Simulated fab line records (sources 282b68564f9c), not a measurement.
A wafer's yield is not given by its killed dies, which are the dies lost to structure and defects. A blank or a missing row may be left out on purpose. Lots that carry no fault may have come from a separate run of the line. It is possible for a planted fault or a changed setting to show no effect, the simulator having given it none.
Split-lot study || flow ritCmos || 23 wafers read from 5 lots, route of 202 steps

## ABOUT THE SPLIT
At RIT_NWELL_IMPLANT_08, the setting energyKev was moved away from the recipe's 170 on 7 of the 23 wafers read, by -3.1% to +4.5%. This setting was run at the recipe's value on the other wafers.

The reading comes from the split's own step.

## THE READING
The simulator's own value implant.drpNm, read by no gauge, in nm at RIT_NWELL_IMPLANT_08. The file does not state a usual value for it.

{"wafer": "L074.2", "tool, chamber at the split": "implanter-01, 0", "energyKev as run": 177.6, "against the recipe": "+4.5%", "implant.drpNm, nm": 71.12, "against lot-mates on the recipe": "+2.30"}
{"wafer": "L074.3", "tool, chamber at the split": "implanter-01, 0", "energyKev as run": 177.6, "against the recipe": "+4.5%", "implant.drpNm, nm": 71.12, "against lot-mates on the recipe": "+2.30"}
{"wafer": "L074.4", "tool, chamber at the split": "implanter-01, 0", "energyKev as run": 170, "against the recipe": "recipe", "implant.drpNm, nm": 68.82, "against lot-mates on the recipe": "-"}
{"wafer": "L074.5", "tool, chamber at the split": "implanter-01, 0", "energyKev as run": 170, "against the recipe": "recipe", "implant.drpNm, nm": 68.82, "against lot-mates on the recipe": "-"}
{"wafer": "L074.6", "tool, chamber at the split": "implanter-01, 0", "energyKev as run": 170, "against the recipe": "recipe", "implant.drpNm, nm": 68.82, "against lot-mates on the recipe": "-"}
{"wafer": "L075.1", "tool, chamber at the split": "implanter-01, 0", "energyKev as run": 170, "against the recipe": "recipe", "implant.drpNm, nm": 68.82, "against lot-mates on the recipe": "-"}
{"wafer": "L075.5", "tool, chamber at the split": "implanter-01, 0", "energyKev as run": 170, "against the recipe": "recipe", "implant.drpNm, nm": 68.82, "against lot-mates on the recipe": "-"}
{"wafer": "L075.6", "tool, chamber at the split": "implanter-01, 0", "energyKev as run": 170, "against the recipe": "recipe", "implant.drpNm, nm": 68.82, "against lot-mates on the recipe": "-"}
{"wafer": "L077.1", "tool, chamber at the split": "implanter-03, 0", "energyKev as run": 164.8, "against the recipe": "-3.1%", "implant.drpNm, nm": 67.27, "against lot-mates on the recipe": -1.55}
{"wafer": "L077.3", "tool, chamber at the split": "implanter-03, 0", "energyKev as run": 164.8, "against the recipe": "-3.1%", "implant.drpNm, nm": 67.27, "against lot-mates on the recipe": -1.55}
{"wafer": "L077.4", "tool, chamber at the split": "implanter-03, 0", "energyKev as run": 170, "against the recipe": "recipe", "implant.drpNm, nm": 68.82, "against lot-mates on the recipe": "-"}
{"wafer": "L077.5", "tool, chamber at the split": "implanter-03, 0", "energyKev as run": 170, "against the recipe": "recipe", "implant.drpNm, nm": 68.82, "against lot-mates on the recipe": "-"}
{"wafer": "L077.6", "tool, chamber at the split": "implanter-03, 0", "energyKev as run": 170, "against the recipe": "recipe", "implant.drpNm, nm": 68.82, "against lot-mates on the recipe": "-"}
{"wafer": "L080.1", "tool, chamber at the split": "implanter-03, 0", "energyKev as run": 170, "against the recipe": "recipe", "implant.drpNm, nm": 68.82, "against lot-mates on the recipe": "-"}
{"wafer": "L080.2", "tool, chamber at the split": "implanter-03, 0", "energyKev as run": 170, "against the recipe": "recipe", "implant.drpNm, nm": 68.82, "against lot-mates on the recipe": "-"}
{"wafer": "L080.4", "tool, chamber at the split": "implanter-03, 0", "energyKev as run": 170, "against the recipe": "recipe", "implant.drpNm, nm": 68.82, "against lot-mates on the recipe": "-"}
{"wafer": "L080.5", "tool, chamber at the split": "implanter-03, 0", "energyKev as run": 170, "against the recipe": "recipe", "implant.drpNm, nm": 68.82, "against lot-mates on the recipe": "-"}
{"wafer": "L080.6", "tool, chamber at the split": "implanter-03, 0", "energyKev as run": 170, "against the recipe": "recipe", "implant.drpNm, nm": 68.82, "against lot-mates on the recipe": "-"}
{"wafer": "L085.2", "tool, chamber at the split": "implanter-03, 0", "energyKev as run": 170, "against the recipe": "recipe", "implant.drpNm, nm": 68.82, "against lot-mates on the recipe": "-"}
{"wafer": "L085.5", "tool, chamber at the split": "implanter-03, 0", "energyKev as run": 170, "against the recipe": "recipe", "implant.drpNm, nm": 68.82, "against lot-mates on the recipe": "-"}
{"wafer": "L085.3", "tool, chamber at the split": "implanter-03, 0", "energyKev as run": 177.6, "against the recipe": "+4.5%", "implant.drpNm, nm": 71.12, "against lot-mates on the recipe": "+2.30"}
{"wafer": "L085.4", "tool, chamber at the split": "implanter-03, 0", "energyKev as run": 177.6, "against the recipe": "+4.5%", "implant.drpNm, nm": 71.12, "against lot-mates on the recipe": "+2.30"}
{"wafer": "L085.6", "tool, chamber at the split": "implanter-03, 0", "energyKev as run": 177.6, "against the recipe": "+4.5%", "implant.drpNm, nm": 71.12, "against lot-mates on the recipe": "+2.30"}

FIT RESULTS
A straight line over all 23 wafers: implant.drpNm changes by +0.513 nm for each +1% of energyKev; r = +1.00; the points scatter about the line by 0.0059 nm.
The same after taking each lot's own level away (the mean of its wafers on the recipe; 23 wafers): +0.513 nm for each +1%; r = +1.00; scatter 0.0059 nm.
Per that fit: largest energyKev move, reading shift of 2.3 nm.
The lots' own levels span 68.820 to 68.820 nm.
Consequently the slope shifts little with the lot-to-lot level, the two slopes agreeing.
Check: +2.29 nm against its lot-mates is what the line predicts for one of the wafers moved furthest among these (+4.5%) when that wafer is left out of the fit. Against them it came out at +2.3 nm.

## FURTHER SPLITS ON THESE WAFERS
Note: prior to the reading, these wafers also went through further splits. Each is held against what the fit with the lots' levels taken away leaves over:
{"other split on the same wafers": "RIT_ACTIVE_OXIDATION_01 tempC", "wafers away from the commonest value": 15, "r with implant.drpNm (lot level and that fit taken away)": "+0.30"}
{"other split on the same wafers": "RIT_ACTIVE_CVD_03 tempC", "wafers away from the commonest value": 18, "r with implant.drpNm (lot level and that fit taken away)": "+0.24"}
{"other split on the same wafers": "RIT_ACTIVE_HARDBAKE_12 tempC", "wafers away from the commonest value": 3, "r with implant.drpNm (lot level and that fit taken away)": "+0.63"}
{"other split on the same wafers": "RIT_FOX1_OXIDATION_00 tempC", "wafers away from the commonest value": 18, "r with implant.drpNm (lot level and that fit taken away)": "+0.33"}
{"other split on the same wafers": "RIT_FOX2_CLEAN_02 timeS", "wafers away from the commonest value": 18, "r with implant.drpNm (lot level and that fit taken away)": -0.11}

## THE WHOLE CHAIN: every reading that the file lists as answering this split, in the file's order
{"step": "RIT_NWELL_IMPLANT_08", "what it does": "", "reading": "implant.rpNm (the simulator's own value, which no gauge read)", "change (the file's fit)": "+2.22 nm for each +1% of the setting", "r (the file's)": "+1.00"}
{"step": "RIT_NWELL_IMPLANT_08", "what it does": "", "reading": "implant.drpNm (the simulator's own value, which no gauge read)", "change (the file's fit)": "+0.513 nm for each +1% of the setting", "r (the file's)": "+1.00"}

## FILE'S OWN FIT
implant.drpNm changes by +0.513 nm for each +1% of energyKev, r = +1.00.
